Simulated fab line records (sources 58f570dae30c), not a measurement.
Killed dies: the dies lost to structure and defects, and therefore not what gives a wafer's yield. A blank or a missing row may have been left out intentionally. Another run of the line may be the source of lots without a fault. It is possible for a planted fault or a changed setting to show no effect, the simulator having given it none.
fab line records	flow berkeley-cmos170	part 1 of 2: steps 1 to 42 of 44
record lots=6	wafers=18	last-day=12
route steps=331 shown PWELL@37 WELLDRIVE@55 ACTIVE@60 GATE@141 M3@331
lots with no fault: from the same line, run without faults
start-h: start of the lot's first displayed wafer, in hours after the record's first day	wait-h: hours since the lot's step before	" repeats the value in the row above	L1.1+2: a row that stands for several wafers	- no value, or no start given	* or withheld: withheld	< > ~ a bound
route shown NAME@n: names a module that has steps shown in the file, with the first one's number in the route	usual: average and standard deviation across the fault-free wafers	same: alike in all rows	chamber/n: place in a boat	sites: each site's reading	_std_site: their standard deviation	_edge_site: outer sites' mean less inner sites'	radius-mm: for every site, how far away it sits from the centre of the wafer	mask NAME#n: copy n	behind: tool/chamber where the wafer was last shaped	hold: reason for holding the lot/hours on hold/outcome of the hold	device: the n, p or np transistor that did not switch	end of line: the route-end tests of the same wafers	a step with no rows: only its recipe	killed: dies lost to structure and defects at the first sort, not the wafer's yield	map: shows each die of a wafer: x if killed, . if not, _ if none is there
set.NAME: setting as actually run; set.NAME@STEP: the setting as run at that earlier step	model.NAME: the simulator's own value behind a step, which no gauge read
certain route steps with their lots: each step a table, each wafer a row
services: when a tool's chamber went out of use (start-h, in hours from the record's first day, below 0 if earlier), for how many hours, and the reason
## steps
# step UCB170_PWELL_THK_MEAS_03
# recipe reads=SiO2_of_PWELL_OXIDATION_02
# usual PWELL_OXIDE_THK=27.0/0.63
lot.wafer	tool	chamber	start-h	wait-h	PWELL_OXIDE_THK[nm]
L974.2	film-metro-01	-	43.26	0.0	25.8
L974.4	"	-	"	"	25.2
L974.5	"	-	"	"	26.0
L976.1	film-metro-02	-	50.85	0.0	27.3
L976.3	"	-	"	"	28.1
L976.6	"	-	"	"	27.7
L984.2	film-metro-04	-	97.27	0.0	27.2
L984.4	"	-	"	"	26.9
L984.6	"	-	"	"	27.4
L992.1	film-metro-01	-	132.42	0.0	26.5
L992.2	"	-	"	"	26.5
L992.4	"	-	"	"	25.9
L994.2	film-metro-01	-	137.88	0.0	26.5
L994.3	"	-	"	"	26.6
L994.6	"	-	"	"	26.5
L996.1	film-metro-04	-	153.04	0.0	26.9
L996.2	"	-	"	"	26.8
L996.5	"	-	"	"	27.0
# step UCB170_PWELL_ANNEAL_04
# recipe temp-c=1000	time-s=900	ambient=N2
# step UCB170_PWELL_CVD_05
# recipe material=Si3N4	target-thk-nm=220	temp-c=800	precursor=SiH2Cl2/NH3	time-s=3300	pressure-mtorr=200	sih2cl2-flow-sccm=25	nh3-flow-sccm=75
# step UCB170_PWELL_THK_MEAS_06
# recipe reads=Si3N4_of_PWELL_CVD_05
# usual PWELL_NITRIDE_THK=219.7/2.4
lot.wafer	tool	chamber	start-h	wait-h	PWELL_NITRIDE_THK[nm]
L974.2	film-metro-02	-	50.51	0.0	220.2
L974.4	"	-	"	"	219.5
L974.5	"	-	"	"	220.1
L976.1	film-metro-01	-	58.01	0.1	221.4
L976.3	"	-	"	"	221.6
L976.6	"	-	"	"	221.5
L984.2	film-metro-04	-	104.27	0.0	216.3
L984.4	"	-	"	"	217.6
L984.6	"	-	"	"	215.8
L992.1	film-metro-01	-	138.44	0.0	219.4
L992.2	"	-	"	"	218.9
L992.4	"	-	"	"	219.4
L994.2	film-metro-04	-	145.66	0.0	219.2
L994.3	"	-	"	"	219.5
L994.6	"	-	"	"	218.5
L996.1	film-metro-04	-	161.64	0.0	222.6
L996.2	"	-	"	"	222.3
L996.5	"	-	"	"	222.8
# step UCB170_PWELL_HMDS_07
# recipe prime-time-s=60	prime-temp-c=100
# step UCB170_PWELL_COAT_08
# recipe resist=KrF	spin-rpm=1500	resist-thk-nm=900
# step UCB170_PWELL_SOFTBAKE_09
# recipe resist=KrF	temp-c=130	time-s=60
# step UCB170_PWELL_EXPOSE_10
# recipe mask-id=PWELL	target-cd-nm=3000	na=0.5	sigma-outer=0.6	source-shape=conventional	dose-mj=19
# step UCB170_PWELL_PEB_11
# recipe peb-temp-c=130	peb-time-s=withheld	resist=KrF
# step UCB170_PWELL_DEVELOP_12
# recipe developer=TMAH	develop-time-s=45	resist=KrF	dev-temp-c=21
# step UCB170_PWELL_OVL_MEAS_13
# usual PWELL_OVL=-1/5.3
lot.wafer	tool	chamber	start-h	wait-h	PWELL_OVL[nm]
L974.2	overlay-02	-	51.41	-	-1
L974.4	"	-	"	"	5
L974.5	"	-	"	"	0
L976.1	overlay-02	-	59.25	-	3
L976.3	"	-	"	"	1
L976.6	"	-	"	"	1
L984.2	overlay-02	-	105.29	-	-3
L984.4	"	-	"	"	-4
L984.6	"	-	"	"	-2
L992.1	overlay-01	-	139.63	-	-13
L992.2	"	-	"	"	-9
L992.4	"	-	"	"	-14
L994.2	overlay-02	-	147.15	-	-1
L994.3	"	-	"	"	0
L994.6	"	-	"	"	-2
L996.1	overlay-02	-	162.98	-	4
L996.2	"	-	"	"	-5
L996.5	"	-	"	"	0
# step UCB170_PWELL_ETCH_14
# recipe chemistry=CH3F/Ar/O2	target=Si3N4	stop-on=SiO2	CH3F_flow_sccm=20	Ar_flow_sccm=50	O2_flow_sccm=7	pressure-mtorr=50	rf-w=450	target-depth-a=2420	over-etch-frac=0.1	time-s=151
# usual CH3F_flow_sccm=20.01/0.063	chamber-pressure-mTorr=50.00/0.048	drypump-motor-current-A=5.9/0.42	oes-product-au=0.939/0.014	throttle-valve-pct=8.12/0.092
lot.wafer	tool	chamber	start-h	wait-h	CH3F_flow_sccm	chamber-pressure-mTorr	drypump-motor-current-A	oes-product-au	rf-hours-counter-h	throttle-valve-pct
L974.2	rie-diel-03	1	51.44	0.0	20.02	50.01	6.3	0.925	71	8.30
L974.4	"	3	"	"	20.01	49.99	5.7	0.935	41	8.02
L974.5	"	1	"	"	20.00	49.82	6.3	0.928	-	8.29
L976.1	rie-diel-01	2	59.29	0.0	19.98	50.03	5.9	0.946	80	8.24
L976.3	"	1	"	"	20.01	50.03	6.3	0.941	21	8.13
L976.6	"	1	"	"	20.07	50.04	6.3	0.940	-	8.15
L984.2	rie-diel-03	0	105.32	0.0	19.96	49.98	6.4	0.927	159	8.03
L984.4	"	2	"	"	19.95	49.99	5.7	0.926	113	8.09
L984.6	"	0	"	"	19.99	50.03	6.5	0.927	-	8.04
L992.1	rie-diel-04	1	139.67	0.0	20.05	50.03	4.9	0.940	142	8.18
L992.2	"	3	"	"	20.01	49.96	5.8	0.930	30	7.94
L992.4	"	2	"	"	19.97	49.99	5.1	0.929	42	8.20
L994.2	rie-diel-01	3	147.18	0.0	20.10	49.96	6.2	0.966	47	8.07
L994.3	"	0	"	"	19.97	49.99	6.0	0.948	83	8.09
L994.6	"	2	"	"	19.99	49.95	5.9	0.931	-	8.24
L996.1	rie-diel-01	0	163.01	0.0	20.06	49.99	6.1	0.950	84	8.09
L996.2	"	1	"	"	20.04	50.05	6.3	0.946	25	8.13
L996.5	"	1	"	"	20.08	50.00	6.3	0.947	-	8.14
# step UCB170_PWELL_IMPLANT_15
# recipe species=B	dose-cm2=5e+12	energy-kev=60	tilt-deg=7
# usual dose-ions-cm2=4.999e+12/5.1e+09	faraday-current-uA=15.8/0.32
lot.wafer	tool	chamber	start-h	wait-h	dose-ions-cm2	faraday-current-uA
L974.2	implanter-03	0	51.57	0.1	5.005e+12	15.8
L974.4	"	0	"	"	5.006e+12	16.2
L974.5	"	0	"	"	4.998e+12	15.9
L976.1	implanter-03	0	59.39	0.1	5.002e+12	16.5
L976.3	"	0	"	"	4.993e+12	16.3
L976.6	"	0	"	"	4.996e+12	15.8
L984.2	implanter-04	0	105.45	0.1	4.994e+12	15.3
L984.4	"	0	"	"	4.995e+12	15.4
L984.6	"	0	"	"	5e+12	15.8
L992.1	implanter-03	0	139.77	0.1	5e+12	15.9
L992.2	"	0	"	"	5.001e+12	15.6
L992.4	"	0	"	"	5.002e+12	15.5
L994.2	implanter-04	0	147.31	0.1	3.343e+12	11.0
L994.3	"	0	"	"	3.352e+12	10.5
L994.6	"	0	"	"	3.35e+12	11.2
L996.1	implanter-04	0	163.11	0.1	3.358e+12	10.9
L996.2	"	0	"	"	3.353e+12	10.6
L996.5	"	0	"	"	3.356e+12	10.4
# step UCB170_PWELL_STRIP_16
# recipe chemistry=O2	power-w=400	pressure-mtorr=3500	platen-temp-c=withheld	o2-flow-sccm=400	overash-fraction=0.5
# usual chamber-pressure-mTorr=3500/3.2	drypump-motor-current-A=5.7/0.39	oes-product-au=0.721/0.0048	strip-time-to-endpoint-s=18.09/0.081
lot.wafer	tool	chamber	start-h	wait-h	chamber-pressure-mTorr	drypump-motor-current-A	oes-product-au	rf-hours-counter-h	strip-time-to-endpoint-s
L974.2	plasma-asher-04	1	51.69	0.1	3497	5.9	0.721	25	18.14
L974.4	"	1	"	"	3503	5.9	0.721	-	18.12
L974.5	"	1	"	"	3499	5.9	0.718	-	18.14
L976.1	plasma-asher-02	0	59.54	0.1	3507	6.2	0.719	33	18.03
L976.3	"	1	"	"	3505	5.8	0.728	-	18.21
L976.6	"	1	"	"	3497	5.8	0.718	-	18.25
L984.2	plasma-asher-01	0	105.57	0.1	3501	6.0	0.719	41	18.15
L984.4	"	1	"	"	3507	5.2	0.718	-	18.09
L984.6	"	1	"	"	3503	5.1	0.725	-	18.20
L992.1	plasma-asher-04	1	139.92	0.1	3502	6.0	0.715	35	18.11
L992.2	"	0	"	"	3502	5.3	0.721	35	18.13
L992.4	"	1	"	"	3502	6.0	0.722	-	17.99
L994.2	plasma-asher-01	1	147.43	0.1	3503	5.2	0.726	47	18.18
L994.3	"	1	"	"	3502	5.2	0.725	-	18.04
L994.6	"	1	"	"	3502	5.2	0.727	-	18.11
L996.1	plasma-asher-01	1	163.26	0.1	3495	5.2	0.718	49	18.07
L996.2	"	0	"	"	3503	6.0	0.723	49	18.17
L996.5	"	1	"	"	3496	5.2	0.724	-	18.04
# step UCB170_PWELL_TW_MEAS_17
# usual PWELL_TW=381/3.3
lot.wafer	tool	chamber	start-h	wait-h	PWELL_TW
L974.2	film-metro-02	-	51.80	0.1	380
L974.4	"	-	"	"	378
L974.5	"	-	"	"	380
L976.1	film-metro-01	-	59.64	0.1	380
L976.3	"	-	"	"	380
L976.6	"	-	"	"	377
L984.2	film-metro-01	-	105.68	0.1	384
L984.4	"	-	"	"	383
L984.6	"	-	"	"	382
L992.1	film-metro-04	-	140.02	0.1	381
L992.2	"	-	"	"	384
L992.4	"	-	"	"	382
L994.2	film-metro-02	-	147.54	0.1	332
L994.3	"	-	"	"	333
L994.6	"	-	"	"	333
L996.1	film-metro-01	-	163.36	0.1	335
L996.2	"	-	"	"	336
L996.5	"	-	"	"	334
# step UCB170_PWELL_CLEAN_18
# recipe chemistry=SPM	temp-c=120	time-s=600
# step UCB170_PWELL_WET_ETCH_19
# recipe chemistry=H3PO4	target=Si3N4	temp-c=160	time-s=14400
# step UCB170_PWELL_WET_ETCH_20
# recipe chemistry=BOE	dilution=5:1	target=SiO2	temp-c=25	time-s=22
# step UCB170_WELLDRIVE_CLEAN_00
# recipe chemistry=SPM	temp-c=120	time-s=600
# step UCB170_WELLDRIVE_OXIDATION_01
# recipe temp-c=1100	ambient=O2	target-thk-a=1990	ox-time-s=8701
# step UCB170_WELLDRIVE_THK_MEAS_02
# recipe reads=SiO2_of_WELLDRIVE_OXIDATION_01
# usual WELLDRIVE_OXIDE_THK=194.7/2.8
lot.wafer	tool	chamber	start-h	wait-h	WELLDRIVE_OXIDE_THK[nm]
L974.2	film-metro-02	-	63.06	0.0	195.9
L974.4	"	-	"	"	191.7
L974.5	"	-	"	"	192.9
L976.1	film-metro-02	-	70.79	0.6	192.0
L976.3	"	-	"	"	193.4
L976.6	"	-	"	"	197.1
L984.2	film-metro-04	-	115.95	0.0	193.0
L984.4	"	-	"	"	194.2
L984.6	"	-	"	"	195.2
L992.1	film-metro-02	-	152.10	0.0	194.8
L992.2	"	-	"	"	190.3
L992.4	"	-	"	"	193.2
L994.2	film-metro-03	-	158.67	0.0	194.5
L994.3	"	-	"	"	200.0
L994.6	"	-	"	"	197.7
L996.1	film-metro-03	-	173.42	0.0	199.1
L996.2	"	-	"	"	196.9
L996.5	"	-	"	"	195.8
# step UCB170_WELLDRIVE_ANNEAL_03
# recipe temp-c=1100	time-s=900	ambient=N2
# step UCB170_WELLDRIVE_WET_ETCH_04
# recipe chemistry=BOE	dilution=5:1	target=SiO2	temp-c=25	time-s=120
# step UCB170_ACTIVE_CLEAN_00
# recipe chemistry=SPM	temp-c=120	time-s=600
# step UCB170_ACTIVE_CLEAN_01
# recipe chemistry=dHF	dilution=25:1	time-s=60
# step UCB170_ACTIVE_OXIDATION_02
# recipe temp-c=1000	ambient=O2	target-thk-a=264	ox-time-s=1260
# step UCB170_ACTIVE_THK_MEAS_03
# recipe reads=SiO2_of_ACTIVE_OXIDATION_02
# usual ACTIVE_OXIDE_THK=26.2/0.63
lot.wafer	tool	chamber	start-h	wait-h	ACTIVE_OXIDE_THK[nm]
L974.2	film-metro-01	-	71.39	0.0	26.5
L974.4	"	-	"	"	25.9
L974.5	"	-	"	"	26.5
L976.1	film-metro-01	-	84.61	0.1	26.0
L976.3	"	-	"	"	26.1
L976.6	"	-	"	"	26.0
L984.2	film-metro-03	-	119.08	0.0	27.1
L984.4	"	-	"	"	26.6
L984.6	"	-	"	"	27.1
L992.1	film-metro-02	-	160.85	0.0	25.9
L992.2	"	-	"	"	25.9
L992.4	"	-	"	"	25.9
L994.2	film-metro-03	-	170.71	0.0	25.4
L994.3	"	-	"	"	25.2
L994.6	"	-	"	"	25.6
L996.1	film-metro-01	-	185.19	0.0	26.6
L996.2	"	-	"	"	25.7
L996.5	"	-	"	"	25.8
# step UCB170_ACTIVE_ANNEAL_04
# recipe temp-c=1000	time-s=900	ambient=N2
# step UCB170_ACTIVE_CVD_05
# recipe material=Si3N4	target-thk-nm=220	temp-c=800	precursor=SiH2Cl2/NH3	time-s=3300	pressure-mtorr=200	sih2cl2-flow-sccm=25	nh3-flow-sccm=76.91
# step UCB170_ACTIVE_THK_MEAS_06
# recipe reads=Si3N4_of_ACTIVE_CVD_05
# usual ACTIVE_NITRIDE_THK=223.5/2.3
lot.wafer	tool	chamber	start-h	wait-h	ACTIVE_NITRIDE_THK[nm]
L974.2	film-metro-01	-	80.66	0.0	224.0
L974.4	"	-	"	"	224.5
L974.5	"	-	"	"	226.1
L976.1	film-metro-01	-	96.93	0.0	222.6
L976.3	"	-	"	"	223.1
L976.6	"	-	"	"	221.5
L984.2	film-metro-03	-	124.74	0.0	221.0
L984.4	"	-	"	"	222.0
L984.6	"	-	"	"	222.4
L992.1	film-metro-02	-	166.60	0.0	223.7
L992.2	"	-	"	"	223.8
L992.4	"	-	"	"	222.5
L994.2	film-metro-03	-	176.21	0.0	221.7
L994.3	"	-	"	"	219.7
L994.6	"	-	"	"	221.3
L996.1	film-metro-01	-	192.85	0.0	221.9
L996.2	"	-	"	"	222.7
L996.5	"	-	"	"	222.5
# step UCB170_ACTIVE_HMDS_07
# recipe prime-time-s=60	prime-temp-c=100
# step UCB170_ACTIVE_COAT_08
# recipe resist=KrF	spin-rpm=1500	resist-thk-nm=900
# step UCB170_ACTIVE_SOFTBAKE_09
# recipe resist=KrF	temp-c=130	time-s=60
# step UCB170_ACTIVE_EXPOSE_10
# recipe mask-id=ACTIVE	target-cd-nm=1200	na=0.5	sigma-outer=0.6	source-shape=conventional	dose-mj=20
# step UCB170_ACTIVE_PEB_11
# recipe peb-temp-c=130	peb-time-s=withheld	resist=KrF
# step UCB170_ACTIVE_DEVELOP_12
# recipe developer=TMAH	develop-time-s=45	resist=KrF	dev-temp-c=21
# step UCB170_ACTIVE_CD_MEAS_13
# recipe target-cd-nm=1200
# usual cd-nm=1199.9/1.8
lot.wafer	tool	chamber	start-h	wait-h	cd-nm
L974.2	cd-sem-01	-	81.79	-	1199.1
L974.4	"	-	"	"	1198.9
L974.5	"	-	"	"	1198.9
L976.1	cd-sem-01	-	97.96	-	1200.5
L976.3	"	-	"	"	1200.1
L976.6	"	-	"	"	1198.6
L984.2	cd-sem-01	-	126.28	-	1198.0
L984.4	"	-	"	"	1199.3
L984.6	"	-	"	"	1200.1
L992.1	cd-sem-01	-	167.84	-	1202.3
L992.2	"	-	"	"	1203.3
L992.4	"	-	"	"	1202.7
L994.2	cd-sem-02	-	177.17	-	1201.6
L994.3	"	-	"	"	1202.2
L994.6	"	-	"	"	1200.5
L996.1	cd-sem-01	-	193.88	-	1197.6
L996.2	"	-	"	"	1198.8
L996.5	"	-	"	"	1198.6
# step UCB170_ACTIVE_OVL_MEAS_14
# usual ACTIVE_OVL=3/5.4
lot.wafer	tool	chamber	start-h	wait-h	ACTIVE_OVL[nm]
L974.2	overlay-01	-	81.90	0.1	0
L974.4	"	-	"	"	3
L974.5	"	-	"	"	6
L976.1	overlay-02	-	98.08	0.1	3
L976.3	"	-	"	"	2
L976.6	"	-	"	"	5
L984.2	overlay-02	-	126.42	0.1	-1
L984.4	"	-	"	"	0
L984.6	"	-	"	"	3
L992.1	overlay-01	-	167.96	0.1	2
L992.2	"	-	"	"	3
L992.4	"	-	"	"	2
L994.2	overlay-02	-	177.28	0.1	7
L994.3	"	-	"	"	5
L994.6	"	-	"	"	-1
L996.1	overlay-02	-	194.00	0.1	-1
L996.2	"	-	"	"	-1
L996.5	"	-	"	"	-2
# step UCB170_ACTIVE_ETCH_15
# recipe chemistry=CH3F/Ar/O2	target=Si3N4	stop-on=SiO2	CH3F_flow_sccm=20	Ar_flow_sccm=50	O2_flow_sccm=7	pressure-mtorr=50	rf-w=450	target-depth-a=2420	over-etch-frac=0.1	time-s=151
# usual CH3F_flow_sccm=19.99/0.065	chamber-pressure-mTorr=50.00/0.045	drypump-motor-current-A=5.7/0.49	oes-product-au=0.950/0.014	throttle-valve-pct=8.12/0.11
lot.wafer	tool	chamber	start-h	wait-h	CH3F_flow_sccm	chamber-pressure-mTorr	drypump-motor-current-A	oes-product-au	rf-hours-counter-h	throttle-valve-pct
L974.2	rie-diel-02	3	81.93	0.0	20.03	49.98	5.0	0.964	7	8.23
L974.4	"	2	"	"	19.93	49.97	6.3	0.964	66	8.22
L974.5	"	3	"	"	20.11	50.01	5.0	0.962	-	8.22
L976.1	rie-diel-04	1	98.11	0.0	19.98	50.06	5.0	0.944	140	8.16
L976.3	"	0	"	"	20.00	50.01	5.7	0.943	32	8.20
L976.6	"	0	"	"	20.08	49.95	5.7	0.942	-	8.21
L984.2	rie-diel-02	3	126.45	0.0	19.97	50.12	5.0	0.950	8	8.22
L984.4	"	0	"	"	19.94	50.03	5.9	0.952	102	8.01
L984.6	"	3	"	"	19.98	50.04	5.0	0.944	-	8.22
L992.1	rie-diel-04	1	168.00	0.0	19.88	50.03	5.0	0.958	143	8.17
L992.2	"	2	"	"	19.96	49.99	5.1	0.940	43	8.17
L992.4	"	3	"	"	19.96	50.07	5.9	0.934	32	7.94
L994.2	rie-diel-01	3	177.31	0.0	20.03	49.93	6.1	0.968	48	8.07
L994.3	"	1	"	"	20.02	50.12	6.3	0.929	26	8.13
L994.6	"	3	"	"	20.03	49.96	6.1	0.975	-	8.08
L996.1	rie-diel-01	1	194.03	0.0	20.08	50.02	6.3	0.945	27	8.14
L996.2	"	0	"	"	19.96	49.99	6.0	0.949	85	8.08
L996.5	"	1	"	"	20.00	50.05	6.3	0.947	-	8.14
# step UCB170_ACTIVE_STRIP_16
# recipe chemistry=O2	power-w=400	pressure-mtorr=3500	platen-temp-c=withheld	o2-flow-sccm=400	overash-fraction=0.5
# usual chamber-pressure-mTorr=3500/3.4	drypump-motor-current-A=5.6/0.4	oes-product-au=0.720/0.0048	strip-time-to-endpoint-s=18.03/0.08
lot.wafer	tool	chamber	start-h	wait-h	chamber-pressure-mTorr	drypump-motor-current-A	oes-product-au	rf-hours-counter-h	strip-time-to-endpoint-s
L974.2	plasma-asher-02	0	82.03	0.1	3502	6.2	0.716	36	18.06
L974.4	"	0	"	"	3497	6.2	0.717	-	18.09
L974.5	"	0	"	"	3498	6.3	0.721	-	18.13
L976.1	plasma-asher-04	1	98.21	0.1	3504	5.9	0.723	29	18.04
L976.3	"	1	"	"	3501	5.9	0.718	-	17.95
L976.6	"	0	"	"	3496	5.3	0.726	-	17.99
L984.2	plasma-asher-03	0	126.55	0.1	3498	5.1	0.727	1	18.03
L984.4	"	1	"	"	3495	5.9	0.718	-	18.02
L984.6	"	0	"	"	3496	5.1	0.715	-	17.99
L992.1	plasma-asher-03	0	168.10	0.1	3497	5.1	0.719	6	17.97
L992.2	"	1	"	"	3499	5.8	0.717	6	18.01
L992.4	"	1	"	"	3498	5.8	0.728	-	18.00
L994.2	plasma-asher-03	1	177.41	0.1	3497	5.8	0.719	7	18.20
L994.3	"	0	"	"	3504	5.1	0.717	-	18.09
L994.6	"	0	"	"	3498	5.0	0.717	-	18.06
L996.1	plasma-asher-02	0	194.14	0.1	3501	6.2	0.728	44	18.04
L996.2	"	1	"	"	3502	5.8	0.722	44	18.01
L996.5	"	0	"	"	3500	6.2	0.715	-	18.08
# step UCB170_ACTIVE_CD_MEAS_90
# recipe target-cd-nm=1200
# usual cd-nm=1199.9/1.9
lot.wafer	tool	chamber	start-h	wait-h	cd-nm
L974.2	cd-sem-01	-	82.15	0.1	1198.7
L974.4	"	-	"	"	1198.7
L974.5	"	-	"	"	1198.5
L976.1	cd-sem-02	-	98.31	0.1	1200.8
L976.3	"	-	"	"	1200.4
L976.6	"	-	"	"	1199.4
L984.2	cd-sem-02	-	126.67	0.1	1198.0
L984.4	"	-	"	"	1199.3
L984.6	"	-	"	"	1199.3
L992.1	cd-sem-01	-	168.20	0.1	1202.1
L992.2	"	-	"	"	1203.5
L992.4	"	-	"	"	1202.2
L994.2	cd-sem-01	-	177.53	0.1	1202.1
L994.3	"	-	"	"	1202.1
L994.6	"	-	"	"	1200.9
L996.1	cd-sem-02	-	194.24	0.1	1197.1
L996.2	"	-	"	"	1198.4
L996.5	"	-	"	"	1198.0
# step UCB170_ACTIVE_CLEAN_17
# recipe chemistry=SPM	temp-c=120	time-s=600
## key
first-sign step=UCB170_PWELL_IMPLANT_15	reading=dose-ions-cm2	direction=down	sigmas=99+	usual=4.999e+12	struck=3.352e+12
effect step=UCB170_PWELL_IMPLANT_15	reading=faraday-current-uA	direction=down	sigmas=16	usual=15.8	struck=10.8
effect step=UCB170_PWELL_TW_MEAS_17	reading=PWELL_TW	direction=down	sigmas=14	usual=381	struck=334
model-effect step=UCB170_GATE_ETCH_15	value=GATE.cd-nm	without=349.7	struck=353.4
model-effect step=UCB170_M3_PROBE_99	value=etest.nwell.width-nm	without=2373	struck=2528
met-at UCB170_PWELL_IMPLANT_15
struck-wafers L994.2,L994.3,L994.6,L996.1,L996.2,L996.5
tester-left-out L994,L996
loop-trim step=UCB170_GATE_EXPOSE_09	setting=dose	lots=L996
onset-between 105.45 147.31
fault kind=process-parameter-drift	tool=implanter-04	chamber=-	onset-h=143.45	steps=UCB170_PWELL_IMPLANT_15	channel=dose-cm2	offset=-1.65e+12	shape=step	end-h=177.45	acts-in=these-recipes-only	stated=5e+12
# tester-left-out: of these lots the tester's yield and bins aren't shown, on N5 and GAA mostly nor the transistor test; their killed dies are dies lost to structure and defects alone, not to doping, threshold or leakage, so they don't give the yield
# loop-trim: a control loop set the setting to another value than it would have without faults
